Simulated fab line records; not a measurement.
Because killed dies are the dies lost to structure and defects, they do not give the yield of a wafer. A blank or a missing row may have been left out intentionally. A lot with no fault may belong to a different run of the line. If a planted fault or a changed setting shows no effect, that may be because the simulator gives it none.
Which tool did it? | flow berkeley-cmos170 | 7 lots, 21 wafers sampled, at 3 steps of a route of 331

## WHAT THE GAUGES SHOWED, per wafer
UCB170_NLDD_OVL_MEAS_07.
lot  | measured     | on         | NLDD_OVL (nm)
L306 | day 8 05:47  | overlay-01 | -2 -2 -1
L307 | day 9 02:36  | overlay-01 | -3 -2 -2
L310 | day 9 15:10  | overlay-02 | -1 -2 5
L313 | day 9 16:21  | overlay-01 | -1 -9 0
L314 | day 10 01:52 | overlay-01 | 1 5 -1
L318 | day 10 17:16 | overlay-02 | 175 176 177
L319 | day 10 17:32 | overlay-02 | -5 -4 0

## TOOL THAT RAN EACH LOT (tool first, then ch and the chambers of the sampled wafers, then the start)
lot  | UCB170_ACTIVE_PEB_11             | UCB170_NLDD_EXPOSE_03
L306 | litho-track-01 ch 0, day 6 00:07 | krf-scanner-02 ch 0, day 8 05:07
L307 | litho-track-02 ch 0, day 6 08:26 | krf-scanner-01 ch 0, day 9 01:43
L310 | litho-track-01 ch 0, day 7 07:07 | krf-scanner-02 ch 0, day 9 14:14
L313 | litho-track-01 ch 0, day 7 07:39 | krf-scanner-01 ch 0, day 9 14:55
L314 | litho-track-04 ch 0, day 7 14:14 | krf-scanner-01 ch 0, day 10 01:13
L318 | litho-track-01 ch 0, day 8 09:09 | krf-scanner-02 ch 0, day 10 16:22
L319 | litho-track-01 ch 0, day 8 09:27 | krf-scanner-01 ch 0, day 10 17:01
- UCB170_ACTIVE_PEB_11
- UCB170_NLDD_EXPOSE_03: exposes mask NSELECT, target cd 1200 nm.

## THE ANSWER, worked out from the rows above alone
Rule: the lots themselves supply what counts as usual. Put in order of their means at a reading, lots are off if they are a third of the lots or fewer, leave a main group of 4 or more, and stand apart from it by a gap of 3 or more times the standard deviation of the main group's means; of several such gaps the widest counts. A main group whose means are all the same, to the digits that the tables above print for the reading, isn't used. A lot without any number at a reading at which 4 lots or more have one is off too. Any other lot the step has rows for is counted as sound.
Off: L318, at UCB170_NLDD_OVL_MEAS_07 (NLDD_OVL). The main group: mean -1 nm, standard deviation 1.9.
If a tool, at a process step before that reading, ran all the lots that are off and no sound lot after the first of them, it fits. Gauges at UCB170_NLDD_OVL_MEAS_07: tried the same way as those tools. One candidate fits, namely krf-scanner-02 at UCB170_NLDD_EXPOSE_03. A fault onset in the window from L310 (day 9 14:14, its last sound lot) to L318 (day 10 16:22, its first lot off) fits.

## WHAT THE SIMULATOR HAD INSERTED
Scanner matching overlay: krf-scanner-02, from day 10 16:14 on, at UCB170_NLDD_EXPOSE_03. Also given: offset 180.
Shown lots that were struck: L318. The rule given above showed the same thing.
